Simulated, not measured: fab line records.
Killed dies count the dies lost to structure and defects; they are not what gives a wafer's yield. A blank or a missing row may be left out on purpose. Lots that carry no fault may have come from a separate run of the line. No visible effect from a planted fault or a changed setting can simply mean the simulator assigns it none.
The tool behind it: which one?	flow berkeley_cmos170	Sampling: 13 lots, 39 wafers, 5 of 331 route steps

WHAT EACH GAUGE READ, for each wafer
UCB170_V1_THK_MEAS_01. Usual: V1_TEOS_THK gives 1981 nm (standard deviation 35).
lot	measured	on	V1_TEOS_THK (nm)	flag
L751	day 8 16:43	film_metro-02	1966 1948 1982	
L752	day 8 22:40	film_metro-04	2036 1935 2079	
L757	day 9 07:24	film_metro-02	1932 1922 1976	
L754	day 9 08:44	film_metro-02	1989 2052 2013	
L759	day 10 15:28	film_metro-04	2029 1992 2060	
L758	day 10 16:49	film_metro-04	2001 1972 2043	
L764	day 10 23:10	film_metro-03	1956 1955 1979	
L761	day 11 00:31	film_metro-03	1935 1947 1956	
L763	day 11 01:52	film_metro-04	1979 1990 1960	
L760	day 11 03:11	film_metro-02	1965 1991 1977	
L770	day 12 09:47	film_metro-03	2022 1930 2041	
L771	day 12 09:47	film_metro-02	2005 1964 2004	
L774	day 13 08:14	film_metro-03	2012 1974 2016	

UCB170_M3_RS_MEAS_02: uses a four-point probe to measure. Usual: M3_AL_RS gives 0.0321 ohm/sq (standard deviation 0.00038).
lot	measured	on	M3_AL_RS (ohm/sq)	flag
L751	day 9 01:04	film_metro-04	0.0323 0.0318 0.0319	
L752	day 9 08:44	film_metro-04	0.0315 0.0316 0.0316	
L757	day 9 19:25	film_metro-04	0.0318 0.0322 0.0321	
L754	day 9 19:55	film_metro-01	0.0321 0.0323 0.0320	
L759	day 10 23:04	film_metro-01	0.0329 0.0320 0.0325	
L758	day 11 01:01	film_metro-01	0.0321 0.0321 0.0320	
L764	day 11 09:25	film_metro-04	0.0323 0.0324 0.0322	
L761	day 11 11:53	film_metro-04	0.0324 0.0323 0.0322	
L763	day 11 12:56	film_metro-04	0.0319 0.0324 0.0318	
L760	day 11 14:23	film_metro-02	0.0313 0.0313 0.0316	
L770	day 12 19:14	film_metro-04	0.0321 0.0319 0.0323	
L771	day 12 20:02	film_metro-02	0.0323 0.0326 0.0170	OFF
L774	day 13 16:40	film_metro-04	0.0322 0.0316 0.0321	

UCB170_M3_THK_MEAS_03: measures by xrf. Usual: M3_AL_THK gives 893 nm (standard deviation 15).
lot	measured	on	M3_AL_THK (nm)	flag
L751	day 9 01:10	film_metro-04	881 892 892	
L752	day 9 08:50	film_metro-04	898 898 901	
L757	day 9 19:32	film_metro-04	892 881 881	
L754	day 9 20:02	film_metro-01	895 892 903	
L759	day 10 23:10	film_metro-01	879 899 894	
L758	day 11 01:07	film_metro-01	904 902 907	
L764	day 11 09:32	film_metro-04	884 872 878	
L761	day 11 12:01	film_metro-04	880 886 884	
L763	day 11 13:01	film_metro-04	895 881 887	
L760	day 11 14:29	film_metro-02	925 927 915	
L770	day 12 19:22	film_metro-04	883 886 877	
L771	day 12 20:08	film_metro-02	891 877 1671	OFF
L774	day 13 16:47	film_metro-04	879 900 891	

TOOL THAT RAN EACH LOT (tool first, then ch and the chambers of the sampled wafers, then the start)
lot	UCB170_V2_STRIP_15	UCB170_M3_SPUTTER_01
L751	plasma_asher-03 ch 0,1, day 9 00:40	pvd_sputter-01, day 9 00:56
L752	plasma_asher-04 ch 0,1, day 9 08:20	pvd_sputter-02, day 9 08:38
L757	plasma_asher-04 ch 0,1, day 9 19:02	pvd_sputter-01, day 9 19:20
L754	plasma_asher-04 ch 0,1, day 9 19:32	pvd_sputter-01, day 9 19:50
L759	plasma_asher-03 ch 0,1, day 10 22:40	pvd_sputter-02, day 10 22:57
L758	plasma_asher-03 ch 0,1, day 11 00:39	pvd_sputter-01, day 11 00:54
L764	plasma_asher-02 ch 0,1, day 11 09:02	pvd_sputter-01, day 11 09:20
L761	plasma_asher-04 ch 0,1, day 11 11:29	pvd_sputter-02, day 11 11:47
L763	plasma_asher-03 ch 0,1, day 11 12:32	pvd_sputter-01, day 11 12:47
L760	plasma_asher-03 ch 0,1, day 11 13:59	pvd_sputter-01, day 11 14:17
L770	plasma_asher-02 ch 0,1, day 12 18:52	pvd_sputter-02, day 12 19:10
L771	plasma_asher-02 ch 0,1, day 12 19:38	pvd_sputter-01, day 12 19:55
L774	plasma_asher-04 ch 0,1, day 13 16:18	pvd_sputter-02, day 13 16:35
- UCB170_V2_STRIP_15: strips in O2.
- UCB170_M3_SPUTTER_01: material Al, target thk 900 nm, time 120 s.

WHAT THE TOOLS THEMSELVES READ (means of the sampled wafers that have a number; where no wafer has one, the mark that the record gives instead)
UCB170_V2_STRIP_15. Usual: drypump_motor_current_A 5.9 A, standard deviation 0.32; oes_product_au 0.723 a.u., standard deviation 0.0047; strip_time_to_endpoint_s 15.40 s, standard deviation 0.19.
lot	tool	drypump_motor_current_A (A)	oes_product_au (a.u.)	strip_time_to_endpoint_s (s)	flag
L751	plasma_asher-03	5.8	0.726	15.33	
L752	plasma_asher-04	6.1	0.727	15.33	
L757	plasma_asher-04	5.9	0.724	15.43	
L754	plasma_asher-04	6.1	0.726	15.45	
L759	plasma_asher-03	5.8	0.723	15.58	
L758	plasma_asher-03	5.7	0.720	15.54	
L764	plasma_asher-02	5.8	0.723	15.57	
L761	plasma_asher-04	6.1	0.723	15.42	
L763	plasma_asher-03	5.8	0.723	15.34	
L760	plasma_asher-03	5.8	0.724	15.24	
L770	plasma_asher-02	5.8	0.727	15.62	
L771	plasma_asher-02	5.8	0.722	15.20	
L774	plasma_asher-04	6.1	0.716	15.48	

UCB170_M3_SPUTTER_01. Usual: 29.7 % for throttle_valve_pct, sd 1.4.
lot	tool	throttle_valve_pct (%)	flag
L751	pvd_sputter-01	30.4	
L752	pvd_sputter-02	29.1	
L757	pvd_sputter-01	29.4	
L754	pvd_sputter-01	30.5	
L759	pvd_sputter-02	30.1	
L758	pvd_sputter-01	30.6	
L764	pvd_sputter-01	29.7	
L761	pvd_sputter-02	29.2	
L763	pvd_sputter-01	29.5	
L760	pvd_sputter-01	29.3	
L770	pvd_sputter-02	30.2	
L771	pvd_sputter-01	29.4	
L774	pvd_sputter-02	30.1	

THE ANSWER, worked out from the rows above alone
Rule: lot off if the mean of its wafers having a number is beyond 3 standard deviations from the usual mean. Also off: a lot with no number at a reading for which 4 or more lots have one. Where the step has rows for the other lots, those lots are counted as sound. The gauges are gone through in route order, then the tools' own readings, and for those a lot's mean is taken as printed above. The first step at which some lot is off is used, and at that step the reading that is off furthest; a lot without a number counts as furthest.
Off: L771, at UCB170_M3_RS_MEAS_02 (M3_AL_RS).
A tool fits if, at a process step before that reading, it ran every lot that is off, and no sound lot after the first of them. Gauges at UCB170_M3_RS_MEAS_02: tried the same way as those tools. Can't be told from this: 3 tools fit, plasma_asher-02 at UCB170_V2_STRIP_15, pvd_sputter-01 at UCB170_M3_SPUTTER_01, film_metro-02 at UCB170_M3_RS_MEAS_02.

WHAT THE SIMULATOR HAD PUT IN
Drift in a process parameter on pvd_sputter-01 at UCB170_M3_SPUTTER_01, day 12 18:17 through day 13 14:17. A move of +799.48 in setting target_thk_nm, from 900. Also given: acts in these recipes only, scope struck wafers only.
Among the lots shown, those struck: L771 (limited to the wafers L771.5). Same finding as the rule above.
